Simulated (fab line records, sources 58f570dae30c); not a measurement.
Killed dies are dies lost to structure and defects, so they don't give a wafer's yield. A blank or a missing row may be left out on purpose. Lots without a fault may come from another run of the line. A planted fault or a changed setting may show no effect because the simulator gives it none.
Problem report in the 8D (eight disciplines) form, filled by code | flow berkeley_cmos170 | the parts of the form that need people (team, actions taken, sign-off) are left out

1. THE PROBLEM
rf_fwd_power_W at UCB170_CONTACT_ETCH_17 reads a mean of 289.8 W on 1 wafer of 1 lot; wafers without a fault read 494.9 W with a standard deviation of 2.1. That is -98 standard deviations from the usual mean.
The step: etches BARC in N2/H2.
First seen on wafer L290.4, day 10 18:04, on rie_diel-01. The record holds 39 wafers of 13 lots with a number at this step. Rule for "out", or "out of limits": more than 4 standard deviations from the usual mean. The other wafers with a number count as sound.

2. WHAT IT IS AND WHAT IT IS NOT
question                    | is                             | is not
which readings at this step | rf_fwd_power_W, oes_product_au | drypump_motor_current_A, throttle_valve_pct
which lots                  | L290                           | L271, L273, L274, L275, L276, L277, L279, L280, L281, L282, L283, L286
which wafers of those lots  | L290.4                         | L290.1, L290.6
read on which tools         | rie_diel-01                    | rie_diel-02, rie_diel-04
when                        | from day 10 18:04              | up to then (38 sound wafers)

3. SUSPECTS, AND WHAT RULES EACH OUT
Counting: a tool at a process step up to the reading stays a suspect if it ran every lot that is out. Sound lots after the first of them don't rule it out here, since some wafers of a struck lot are sound.
- rie_diel-01 at UCB170_CONTACT_ETCH_17 (etches BARC in N2/H2): kept. It ran the lot that is out, L290 (day 10 18:04); its last sound lot up to then is L286 (day 9 19:29). Its own readings are out on those wafers: oes_product_au, rf_fwd_power_W.
- Within rie_diel-01 at UCB170_CONTACT_ETCH_17: the wafers that are out ran in chamber 3; their sound lot-mates ran in chamber 1.
Left after counting: rie_diel-01 at UCB170_CONTACT_ETCH_17.

4. THE CAUSE (what the simulator had put in)
Process parameter drift: rie_diel-01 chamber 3, from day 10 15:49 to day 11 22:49, at UCB170_CONTACT_ETCH_17. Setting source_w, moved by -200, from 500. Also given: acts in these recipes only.
Counting left only this tool.

5. THE CHAIN OF EFFECTS, in route order
Each row: a reading whose mean over the struck wafers that have a number lies more than 3 standard deviations from the usual. Only readings for which the record gives a usual standard deviation are gone through. hours: the time from each lot's start at the first step in this table that gives one to its start at this step, as a median over the lots. sigmas: the change in usual standard deviations.
hours | step                   | reading        | usual      | on struck wafers | change | sigmas
0     | UCB170_CONTACT_ETCH_17 | oes_product_au | 1.006 a.u. | 0.807            | -0.199 | -8.7
0     | UCB170_CONTACT_ETCH_17 | rf_fwd_power_W | 494.9 W    | 289.8            | -205.1 | -98
The process steps in it:
- UCB170_CONTACT_ETCH_17: etches BARC in N2/H2.

6. WHAT WOULD HAVE CAUGHT IT SOONER
In this record the first reading out of limits was taken at day 10 18:04, 2 hours after the fault began at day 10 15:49.
